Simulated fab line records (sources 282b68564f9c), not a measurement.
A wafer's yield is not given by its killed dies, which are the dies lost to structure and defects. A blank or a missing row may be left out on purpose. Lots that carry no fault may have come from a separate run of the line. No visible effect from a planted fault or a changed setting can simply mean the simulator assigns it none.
A lot that was struck, set against a sound lot + flow rit-cmos + 15 out of 202 route steps
Sound: the wafers L566.2, L566.4, L566.6. Wafers L568.1, L568.4, L568.5 were the ones struck. The cause comes at the end.
Per side, at each step with rows, come the tool, then ch with its chambers, and then its first start. Under that, the readings that differ: sound wafers + struck wafers + difference of the means + sigmas: that difference in standard deviations of wafers without a fault.
alike: readings with means less than 2 such deviations apart, plus words and numbers identical on both sides. not compared: withheld readings, readings lacking a value on some wafer, bounds such as >300 that could conceal the same value, and numbers that have no deviation in the record and whose values overlap.
A row with sigmas, a row that says differs or no value, or rows on one side alone: a step with any of these is where the two part. Numbers that don't overlap but have no deviation are shown without sigmas and don't part them. A reading missing from all wafers of one side parts the sides only when that side holds two or more wafers.

first, 2 steps without rows for these wafers: RIT_NWELL_PEB_04; RIT_NWELL_DEVELOP_05 (develop time 68 s).
RIT_NWELL_OVL_MEAS_06:
  sound on overlay-02 at day 4 06:12; struck on overlay-01 at day 4 16:47
  alike: NWELL_OVL
then, 2 steps without rows for these wafers: RIT_NWELL_HARDBAKE_07 (time 120 s); RIT_NWELL_IMPLANT_08.
RIT_NWELL_STRIP_09: strips in O2, time 180 s.
  sound on plasma-asher-01 ch 0,1, day 4 06:38; struck on plasma-asher-02 ch 0,1, day 4 17:13
  alike: drypump-motor-current-A, o2-flow-sccm
  not compared: rf-hours-counter-h
RIT_NWELL_TW_MEAS_10:
  sound on film-metro-02 at day 4 06:49; struck on film-metro-02 at day 4 17:24
  alike: NWELL_TW
then, 5 steps without rows for these wafers: RIT_PWELL_HMDS_00 (prime time 60 s); RIT_PWELL_COAT_01 (resist thk 1300 nm); RIT_PWELL_SOFTBAKE_02 (time 60 s); RIT_PWELL_EXPOSE_03 (exposes mask M3, target cd 43700 nm); RIT_PWELL_PEB_04.
RIT_PWELL_DEVELOP_05: develop time 68 s.
  sound on litho-track-03 ch 0, day 4 07:00; struck on litho-track-04 ch 0, day 4 18:00
| reading              | sound             | struck            | difference | sigmas |
|----------------------|-------------------|-------------------|------------|--------|
| developer-temp-C (C) | 22.99 22.99 23.02 | 24.07 24.05 23.96 | +1.03      | +10    |
  alike: chill-plate-temp-C, exhaust-pa
RIT_PWELL_OVL_MEAS_06:
  sound on overlay-01 at day 4 07:45; struck on overlay-02 at day 4 18:32
  alike: PWELL_OVL
RIT_M1_PROBE_99:
  sound on prober-01 at day 5 21:32; struck on prober-01 at day 6 07:35
  alike: killed-at-contacts, killed-at-front-end, killed-dies, killed-open, killed-short

WHERE THEY PART
Only at RIT_PWELL_DEVELOP_05, as far as this record shows. Later steps at which nothing parts them and some readings are alike: RIT_PWELL_OVL_MEAS_06, RIT_M1_PROBE_99.

WHY: whatever the simulator had introduced
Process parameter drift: litho-track-04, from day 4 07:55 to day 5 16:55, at RIT_PWELL_DEVELOP_05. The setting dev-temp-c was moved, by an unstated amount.
